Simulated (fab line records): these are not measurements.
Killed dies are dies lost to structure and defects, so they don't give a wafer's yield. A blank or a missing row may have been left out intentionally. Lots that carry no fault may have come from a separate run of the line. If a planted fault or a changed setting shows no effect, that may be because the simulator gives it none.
Split-lot study / flow ritCmos / 5 lots, 21 wafers read, on a route of 202 steps

== THE SPLIT ==
At RIT_SPACER_ETCHBACK_05 (etches Si3N4 in SF6/CHF3, stops on SiO2, target depth 250 nm, time 240 s), the setting timeS was moved away from the recipe's 240 s on 6 of the 21 wafers read, by -4.4% to +12.0%. For the rest of the wafers, this setting stayed at what the recipe calls for.

== FROM THE SPLIT ON TO THE READING: in between, the file shows 1 step ==
- RIT_NSD_IMPLANT_08 (also split here: energyKev)

== THE READING ==
The simulator's own value etest.pplusSal.widthNm, read by no gauge, in nm at RIT_M1_PROBE_99. The file does not state a usual value for it. Average 3464 nm, standard deviation 26 nm, over the 15 wafers here run with the recipe.

wafer=L074.3; tool, chamber at the split=rieDiel-02, 0; timeS as run, s=240; against the recipe=recipe; etest.pplusSal.widthNm, nm=3466; against lot-mates on the recipe=-
wafer=L074.4; tool, chamber at the split=rieDiel-02, 3; timeS as run, s=240; against the recipe=recipe; etest.pplusSal.widthNm, nm=3475; against lot-mates on the recipe=-
wafer=L074.6; tool, chamber at the split=rieDiel-02, 2; timeS as run, s=240; against the recipe=recipe; etest.pplusSal.widthNm, nm=3454; against lot-mates on the recipe=-
wafer=L075.2; tool, chamber at the split=rieDiel-01, 2; timeS as run, s=240; against the recipe=recipe; etest.pplusSal.widthNm, nm=3490; against lot-mates on the recipe=-
wafer=L075.3; tool, chamber at the split=rieDiel-01, 1; timeS as run, s=240; against the recipe=recipe; etest.pplusSal.widthNm, nm=3480; against lot-mates on the recipe=-
wafer=L075.4; tool, chamber at the split=rieDiel-01, 2; timeS as run, s=240; against the recipe=recipe; etest.pplusSal.widthNm, nm=3504; against lot-mates on the recipe=-
wafer=L075.5; tool, chamber at the split=rieDiel-01, 3; timeS as run, s=240; against the recipe=recipe; etest.pplusSal.widthNm, nm=3499; against lot-mates on the recipe=-
wafer=L075.6; tool, chamber at the split=rieDiel-01, 1; timeS as run, s=240; against the recipe=recipe; etest.pplusSal.widthNm, nm=3486; against lot-mates on the recipe=-
wafer=L076.1; tool, chamber at the split=rieDiel-02, 1; timeS as run, s=268.9; against the recipe=+12.0%; etest.pplusSal.widthNm, nm=3492; against lot-mates on the recipe=+73
wafer=L076.2; tool, chamber at the split=rieDiel-02, 0; timeS as run, s=268.9; against the recipe=+12.0%; etest.pplusSal.widthNm, nm=3487; against lot-mates on the recipe=+68
wafer=L076.4; tool, chamber at the split=rieDiel-02, 3; timeS as run, s=240; against the recipe=recipe; etest.pplusSal.widthNm, nm=3406; against lot-mates on the recipe=-
wafer=L076.5; tool, chamber at the split=rieDiel-02, 1; timeS as run, s=268.9; against the recipe=+12.0%; etest.pplusSal.widthNm, nm=3492; against lot-mates on the recipe=+73
wafer=L076.6; tool, chamber at the split=rieDiel-02, 0; timeS as run, s=240; against the recipe=recipe; etest.pplusSal.widthNm, nm=3432; against lot-mates on the recipe=-
wafer=L077.2; tool, chamber at the split=rieDiel-03, 0; timeS as run, s=229.4; against the recipe=-4.4%; etest.pplusSal.widthNm, nm=3432; against lot-mates on the recipe=-24
wafer=L077.3; tool, chamber at the split=rieDiel-03, 1; timeS as run, s=240; against the recipe=recipe; etest.pplusSal.widthNm, nm=3447; against lot-mates on the recipe=-
wafer=L077.4; tool, chamber at the split=rieDiel-03, 2; timeS as run, s=240; against the recipe=recipe; etest.pplusSal.widthNm, nm=3464; against lot-mates on the recipe=-
wafer=L077.5; tool, chamber at the split=rieDiel-03, 1; timeS as run, s=229.4; against the recipe=-4.4%; etest.pplusSal.widthNm, nm=3414; against lot-mates on the recipe=-42
wafer=L077.6; tool, chamber at the split=rieDiel-03, 0; timeS as run, s=229.4; against the recipe=-4.4%; etest.pplusSal.widthNm, nm=3442; against lot-mates on the recipe=-14
wafer=L082.1; tool, chamber at the split=rieDiel-03, 0; timeS as run, s=240; against the recipe=recipe; etest.pplusSal.widthNm, nm=3448; against lot-mates on the recipe=-
wafer=L082.4; tool, chamber at the split=rieDiel-03, 1; timeS as run, s=240; against the recipe=recipe; etest.pplusSal.widthNm, nm=3439; against lot-mates on the recipe=-
wafer=L082.5; tool, chamber at the split=rieDiel-03, 0; timeS as run, s=240; against the recipe=recipe; etest.pplusSal.widthNm, nm=3472; against lot-mates on the recipe=-

FIT RESULTS
A straight line over all 21 wafers: etest.pplusSal.widthNm changes by +3.06 nm for each +1% of timeS; r = +0.52; the points scatter about the line by 25 nm.
The same after taking each lot's own level away (the mean of its wafers on the recipe; 21 wafers): +5.92 nm for each +1%; r = +0.94; scatter 10 nm.
The reading moves by 71 nm for the largest change in timeS, on that fit.
The lots' own levels span 3419.0 to 3491.8 nm, that is 2.8 times the standard deviation above.
So the lot-to-lot level blurs the effect unless lot-mates are compared.
Check: +70.6 nm against its lot-mates is what the line predicts for one of the wafers moved furthest among these (+12.0%) when that wafer is left out of the fit. Against them it came out at +73 nm.

== OTHER SPLITS APPLIED TO THESE WAFERS ==
Other splits were also applied to these wafers ahead of the reading. Each is held against what the fit with the lots' levels taken away leaves over:
other split on the same wafers=RIT_ACTIVE_CVD_03 pressureMtorr; wafers away from the commonest value=16; r with etest.pplusSal.widthNm (lot level and that fit taken away)=+0.00
other split on the same wafers=RIT_NWELL_COAT_01 resistThkNm; wafers away from the commonest value=6; r with etest.pplusSal.widthNm (lot level and that fit taken away)=+0.20
other split on the same wafers=RIT_NWELL_DEVELOP_05 developTimeS; wafers away from the commonest value=8; r with etest.pplusSal.widthNm (lot level and that fit taken away)=+0.04
other split on the same wafers=RIT_PWELL_IMPLANT_08 doseCm2; wafers away from the commonest value=11; r with etest.pplusSal.widthNm (lot level and that fit taken away)=-0.03
other split on the same wafers=RIT_PRETRO_IMPLANT_08 energyKev; wafers away from the commonest value=4; r with etest.pplusSal.widthNm (lot level and that fit taken away)=-0.06
other split on the same wafers=RIT_GATE_COAT_11 spinRpm; wafers away from the commonest value=10; r with etest.pplusSal.widthNm (lot level and that fit taken away)=+0.17
other split on the same wafers=RIT_GATE_EXPOSE_13 doseMj; wafers away from the commonest value=9; r with etest.pplusSal.widthNm (lot level and that fit taken away)=-0.09
other split on the same wafers=RIT_NLDD_SOFTBAKE_02 tempC; wafers away from the commonest value=10; r with etest.pplusSal.widthNm (lot level and that fit taken away)=+0.21
other split on the same wafers=RIT_SPACER_CVD_03 timeS; wafers away from the commonest value=13; r with etest.pplusSal.widthNm (lot level and that fit taken away)=+0.00
other split on the same wafers=RIT_NSD_IMPLANT_08 energyKev; wafers away from the commonest value=8; r with etest.pplusSal.widthNm (lot level and that fit taken away)=-0.14

== THE WHOLE CHAIN: every reading that the file lists as answering this split, in the file's order ==
step=RIT_SPACER_ETCHBACK_05; what it does=etches Si3N4 in SF6/CHF3, stops on SiO2, target depth 250 nm, time 240 s; reading=Si3N4_of_SPACER_CVD_03.thkNm (the simulator's own value, which no gauge read); change (the file's fit)=-0.52 nm for each +1% of the setting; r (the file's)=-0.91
step=RIT_SPACER_ETCHBACK_05; what it does=etches Si3N4 in SF6/CHF3, stops on SiO2, target depth 250 nm, time 240 s; reading=poly-Si_of_GATE_CVD_08.thkNm (the simulator's own value, which no gauge read); change (the file's fit)=-0.494 nm for each +1% of the setting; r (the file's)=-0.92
step=RIT_M1_PROBE_99; what it does=; reading=etest.nplusSal.widthNm (the simulator's own value, which no gauge read); change (the file's fit)=+6.4 nm for each +1% of the setting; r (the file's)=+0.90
step=RIT_M1_PROBE_99; what it does=; reading=etest.pplusSal.widthNm (the simulator's own value, which no gauge read); change (the file's fit)=+5.93 nm for each +1% of the setting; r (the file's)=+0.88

== FILE'S OWN FIT ==
etest.pplusSal.widthNm changes by +5.93 nm for each +1% of timeS, r = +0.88.
